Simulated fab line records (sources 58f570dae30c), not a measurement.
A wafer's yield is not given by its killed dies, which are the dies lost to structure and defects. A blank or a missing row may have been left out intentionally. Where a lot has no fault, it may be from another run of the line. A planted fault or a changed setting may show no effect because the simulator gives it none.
Chamber matching + flow berkeley_cmos170 + 4 sister chambers for UCB170_M3_STRIP_08 on wet_bench-04
The step strips KrF in DMSO, time 600 s. 4 wafers are shown with their chamber, then 11 later ones without.

## WAFERS WITH THEIR CHAMBER
| wafer  | chamber | temp_c (C) |
|--------|---------|------------|
| L365.5 | 0       | 80.04      |
| L364.4 | 1       | 80.00      |
| L368.6 | 2       | 80.16      |
| L370.2 | 3       | 80.02      |

## WAFERS WITHOUT THEIR CHAMBER
| wafer  | temp_c (C) |
|--------|------------|
| L370.3 | 79.94      |
| L370.4 | 79.82      |
| L371.2 | 79.96      |
| L371.3 | 79.98      |
| L371.4 | 79.93      |
| L383.2 | 80.11      |
| L383.3 | 79.96      |
| L383.6 | 80.04      |
| L382.1 | 79.95      |
| L382.3 | 79.91      |
| L382.5 | 80.01      |

## WHICH CHAMBER EACH WENT THROUGH
| wafer  | from the rows above               | in truth |
|--------|-----------------------------------|----------|
| L370.3 | can't be placed: 1 or 3 or 0      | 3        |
| L370.4 | can't be placed: 1 or 3 or 0      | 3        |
| L371.2 | can't be placed: 1 or 3 or 0      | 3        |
| L371.3 | can't be placed: 1 or 3 or 0      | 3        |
| L371.4 | can't be placed: 1 or 3 or 0      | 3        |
| L383.2 | can't be placed: 2 or 0 or 3 or 1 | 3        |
| L383.3 | can't be placed: 1 or 3 or 0      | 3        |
| L383.6 | can't be placed: 0 or 3 or 1 or 2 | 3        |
| L382.1 | can't be placed: 1 or 3 or 0      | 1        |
| L382.3 | can't be placed: 1 or 3 or 0      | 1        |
| L382.5 | can't be placed: 3 or 1 or 0 or 2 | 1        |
Placed correctly: 0 of 11. Can't be placed from these rows: 11 (the true chamber is among the candidates in 11). Number placed wrongly: 0.
How it was worked out, from the rows above alone: a wafer's distance from a chamber is the root of the sum, over the readings, of the square of ((its reading less the chamber's mean) divided by the reading's scatter). If the next closest chamber is less than 2 further off than the closest, the wafer can't be placed; otherwise it belongs to the closest. Each chamber's mean is taken over the wafers shown for it. The scatter (one wafer shown for each chamber): square how far every hidden wafer sits from the nearest shown wafer, average those squares and take the square root.
